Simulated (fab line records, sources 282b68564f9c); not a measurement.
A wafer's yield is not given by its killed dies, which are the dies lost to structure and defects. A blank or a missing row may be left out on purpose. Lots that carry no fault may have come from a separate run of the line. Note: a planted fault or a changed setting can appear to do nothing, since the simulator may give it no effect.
Which tool was responsible? | flow rit cmos | 42 wafers from 14 lots sampled at 3 of the route's 202 steps

## WHAT EACH GAUGE READ, for each wafer
RIT_NLDD_TW_MEAS_10. Usual: NLDD_TW typically reads 2488, with standard deviation 11.
lot  | measured    | on            | NLDD_TW        | flag
L606 | day 2 20:40 | film metro-02 | 2477 2482 2479 |
L607 | day 3 03:26 | film metro-02 | 2503 2498 2494 |
L608 | day 3 09:32 | film metro-02 | 2501 2492 2497 |
L609 | day 3 09:34 | film metro-04 | 2493 2496 2503 |
L610 | day 3 22:38 | film metro-04 | 2509 2497 2505 |
L611 | day 3 22:41 | film metro-02 | 2503 2503 2490 |
L612 | day 4 00:09 | film metro-03 | 2500 2486 2493 |
L613 | day 4 05:16 | film metro-02 | 2466 2468 2480 |
L614 | day 4 11:15 | film metro-04 | 1929 1937 1933 | OFF
L618 | day 5 08:07 | film metro-02 | 2486 2478 2465 |
L619 | day 5 11:20 | film metro-02 | 1912 1922 1915 | OFF
L624 | day 6 11:07 | film metro-03 | 2486 2476 2480 |
L628 | day 7 09:22 | film metro-03 | 2493 2497 2485 |
L629 | day 7 14:07 | film metro-02 | 2481 2474 2475 |

RIT_SDANNEAL_RS_MEAS_07: measures by four-point-probe. Usual: NLDD_RS typically reads 151.7 ohm/sq, with standard deviation 0.48.
lot  | measured    | on            | NLDD_RS (ohm/sq)  | flag
L606 | day 3 05:09 | film metro-02 | 152.1 152.5 151.8 |
L607 | day 3 11:27 | film metro-02 | 152.4 152.0 152.5 |
L608 | day 3 17:25 | film metro-03 | 152.8 152.6 151.5 |
L609 | day 3 17:49 | film metro-04 | 151.1 151.4 151.5 |
L610 | day 4 06:41 | film metro-04 | 151.4 151.1 150.6 |
L611 | day 4 07:34 | film metro-02 | 151.8 151.2 151.8 |
L612 | day 4 09:29 | film metro-02 | 152.2 152.3 153.3 |
L613 | day 4 13:15 | film metro-02 | 151.7 151.9 151.9 |
L614 | day 4 19:54 | film metro-02 | 303.5 301.8 302.4 | OFF
L618 | day 5 16:13 | film metro-04 | 151.1 151.4 152.3 |
L619 | day 5 19:10 | film metro-02 | 305.8 304.8 306.1 | OFF
L624 | day 6 19:28 | film metro-03 | 151.9 151.7 151.8 |
L628 | day 7 18:08 | film metro-04 | 151.4 151.3 151.1 |
L629 | day 7 22:08 | film metro-03 | 151.4 151.7 151.9 |

## TOOL THAT RAN EACH LOT (tool first, then ch and the chambers of the sampled wafers, then the start)
lot  | RIT_NLDD_IMPLANT_08
L606 | implanter-03 ch 0, day 2 20:21
L607 | implanter-03 ch 0, day 3 03:09
L608 | implanter-02 ch 0, day 3 09:13
L609 | implanter-04 ch 0, day 3 09:14
L610 | implanter-04 ch 0, day 3 22:19
L611 | implanter-03 ch 0, day 3 22:24
L612 | implanter-04 ch 0, day 3 23:50
L613 | implanter-04 ch 0, day 4 04:56
L614 | implanter-04 ch 0, day 4 10:56
L618 | implanter-02 ch 0, day 5 07:47
L619 | implanter-04 ch 0, day 5 11:01
L624 | implanter-02 ch 0, day 6 10:47
L628 | implanter-02 ch 0, day 7 09:03
L629 | implanter-02 ch 0, day 7 13:49
- RIT_NLDD_IMPLANT_08

## AS READ BY THE TOOLS THEMSELVES (means over the sampled wafers that have a number; for cases with no such wafer, the mark the record gives instead)
RIT_NLDD_IMPLANT_08. Usual: beam on s 9.98 s, standard deviation 0.2; dose ions cm2 4.999e+14, standard deviation 5.6e+11; end station pressure torr 6.3e-06 Torr, standard deviation 3e-07; faraday current uA 1576, standard deviation 31.
lot  | tool         | beam on s (s) | dose ions cm2 | end station pressure torr (Torr) | faraday current uA | flag
L606 | implanter-03 | 10.08         | 4.999e+14     | 5.9e-06                          | 1562               |
L607 | implanter-03 | 9.96          | 4.999e+14     | 6.3e-06                          | 1583               |
L608 | implanter-02 | 9.79          | 4.996e+14     | 6.2e-06                          | 1601               |
L609 | implanter-04 | 9.91          | 4.994e+14     | 6.1e-06                          | 1585               |
L610 | implanter-04 | 9.86          | 5.003e+14     | 6.3e-06                          | 1591               |
L611 | implanter-03 | 9.81          | 4.998e+14     | 6.3e-06                          | 1604               |
L612 | implanter-04 | 9.82          | 4.998e+14     | 6.2e-06                          | 1604               |
L613 | implanter-04 | 10.21         | 4.997e+14     | 6.2e-06                          | 1540               |
L614 | implanter-04 | 10.09         | 1.998e+14     | 5.8e-06                          | 624                | OFF
L618 | implanter-02 | 9.95          | 5.000e+14     | 6.4e-06                          | 1584               |
L619 | implanter-04 | 10.01         | 1.999e+14     | 5.5e-06                          | 631                | OFF
L624 | implanter-02 | 9.96          | 4.996e+14     | 6.4e-06                          | 1573               |
L628 | implanter-02 | 10.04         | 4.998e+14     | 6.5e-06                          | 1563               |
L629 | implanter-02 | 9.95          | 4.996e+14     | 6.5e-06                          | 1574               |

## THE ANSWER, worked out from the rows above alone
Rule: a lot counts as off when the mean over its wafers that have a number is more than 3 standard deviations away from the usual mean. A lot without any number at a reading at which 4 lots or more have one is off too. The other lots that the step has rows for count as sound. Order of review: gauges by route order, followed by the tools' own readings, for which a lot's mean as printed above is used. At the first step where some lot is off, the reading lying furthest off is the one used; lots without a number count as furthest.
Off: L614, L619, at RIT_NLDD_TW_MEAS_10 (NLDD_TW).
A tool fits if, at a process step before that reading, it ran every lot that is off, and no sound lot after the first of them. Not tried: the gauges at RIT_NLDD_TW_MEAS_10; whatever is off there is also off at RIT_NLDD_IMPLANT_08, on other tools, and gauge error can't account for it. One fits: implanter-04 at RIT_NLDD_IMPLANT_08. A fault onset in the window from L613 (day 4 04:56, its last sound lot) to L614 (day 4 10:56, its first lot off) fits.
The tool's own readings at RIT_NLDD_IMPLANT_08 bear it out: on the lots that are off they differ by more than 5 times the standard deviation of the sound lots' means. dose ions cm2 reads 1.998e+14 there against 4.998e+14 on the sound lots; faraday current uA reads 628 there against 1580 on the sound lots.

## WHAT THE SIMULATOR PUT IN
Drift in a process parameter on implanter-04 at RIT_NLDD_IMPLANT_08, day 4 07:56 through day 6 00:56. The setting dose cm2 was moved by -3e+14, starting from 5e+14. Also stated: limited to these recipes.
Struck lots among those shown: L614, L619. Same finding as the rule above.
